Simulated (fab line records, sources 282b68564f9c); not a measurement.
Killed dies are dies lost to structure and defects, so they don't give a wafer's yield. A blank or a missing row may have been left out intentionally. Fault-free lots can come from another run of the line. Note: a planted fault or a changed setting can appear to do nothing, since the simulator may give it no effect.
Which tool was responsible? -- flow rit_cmos -- 45 wafers from 15 lots sampled at 2 of the route's 202 steps

## WHAT THE GAUGES READ, wafer by wafer
RIT_NRETRO_OVL_MEAS_06. Usual: NRETRO_OVL typically reads -1.2 nm, with standard deviation 1.5.
lot,measured,on,NRETRO_OVL (nm),flag
L246,day 2 06:44,overlay-01,1.1 0.0 1.1,
L248,day 2 16:01,overlay-01,0.9 0.8 0.6,
L249,day 2 20:32,overlay-01,1.4 0.9 0.4,
L251,day 3 07:16,overlay-01,-1.6 -1.3 -1.9,
L253,day 3 16:05,overlay-02,-2.8 -1.0 0.2,
L254,day 3 20:55,overlay-02,-2.1 -1.9 -3.5,
L255,day 4 03:45,overlay-01,-1.9 -1.3 -1.1,
L256,day 4 07:11,overlay-02,0.5 0.0 -0.5,
L260,day 5 02:58,overlay-01,-181.1 -179.8 -180.8 -180.7 -179.1 -180.2,OFF
L262,day 5 13:45,overlay-02,-3.5 -2.4 -2.1,
L263,day 5 18:00,overlay-02,-181.6 -182.2 -182.1 -181.0 -181.8 -182.9,OFF
L264,day 5 22:53,overlay-01,-178.6 -178.9 -178.7 -178.0 -178.5 -179.1,OFF
L265,day 6 04:01,overlay-02,-5.1 -2.7 -2.4,
L266,day 6 09:35,overlay-02,-1.7 -1.7 0.4,
L269,day 7 00:08,overlay-02,-1.4 0.7 -2.2,

## EACH LOT AND THE TOOL THAT RAN IT (in order: tool; ch and the chambers of the sampled wafers; start)
lot,RIT_NRETRO_EXPOSE_03
L246,"iline_stepper-01 ch 0, day 2 06:19"
L248,"iline_stepper-02 ch 0, day 2 15:31"
L249,"iline_stepper-02 ch 0, day 2 20:07"
L251,"iline_stepper-02 ch 0, day 3 06:50"
L253,"iline_stepper-02 ch 0, day 3 15:39"
L254,"iline_stepper-02 ch 0, day 3 20:29"
L255,"iline_stepper-02 ch 0, day 4 03:19"
L256,"iline_stepper-01 ch 0, day 4 06:46"
L260,"iline_stepper-01 ch 0, day 5 02:33"
L262,"iline_stepper-02 ch 0, day 5 13:20"
L263,"iline_stepper-01 ch 0, day 5 17:34"
L264,"iline_stepper-01 ch 0, day 5 22:28"
L265,"iline_stepper-02 ch 0, day 6 03:35"
L266,"iline_stepper-02 ch 0, day 6 09:11"
L269,"iline_stepper-02 ch 0, day 6 23:32"
- RIT_NRETRO_EXPOSE_03: exposes mask M4, target cd 43900 nm.

## AS READ BY THE TOOLS THEMSELVES (means over the sampled wafers that have a number; for cases with no such wafer, the mark the record gives instead)
The record holds no such reading with a usual standard deviation.

## THE ANSWER, worked out from the rows above alone
Rule: a lot is off if the mean of its wafers that have a number lies more than 3 standard deviations from the usual mean. A lot without any number at a reading at which 4 lots or more have one is off too. The other lots that the step has rows for count as sound. Order of review: gauges by route order, followed by the tools' own readings, for which a lot's mean as printed above is used. The first step at which some lot is off is used, and at that step the reading that is off furthest; a lot without a number counts as furthest.
Off: L260, L263, L264, at RIT_NRETRO_OVL_MEAS_06 (NRETRO_OVL).
A tool fits if, at a process step before that reading, it ran every lot that is off, and no sound lot after the first of them. Those tools and the gauges at RIT_NRETRO_OVL_MEAS_06 are tried in the same way. One fits: RIT_NRETRO_EXPOSE_03 on iline_stepper-01. Its last sound lot is L256 (day 4 06:46), its first lot that is off L260 (day 5 02:33): a fault that began between those two fits.

## WHAT THE SIMULATOR PUT IN
Scanner matching overlay: iline_stepper-01, from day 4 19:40 on, at RIT_NRETRO_EXPOSE_03. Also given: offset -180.
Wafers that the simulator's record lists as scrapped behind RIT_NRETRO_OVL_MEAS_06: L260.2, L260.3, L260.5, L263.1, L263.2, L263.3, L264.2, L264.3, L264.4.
Struck lots among those shown: L260, L263, L264. This agrees with what the rule above found.
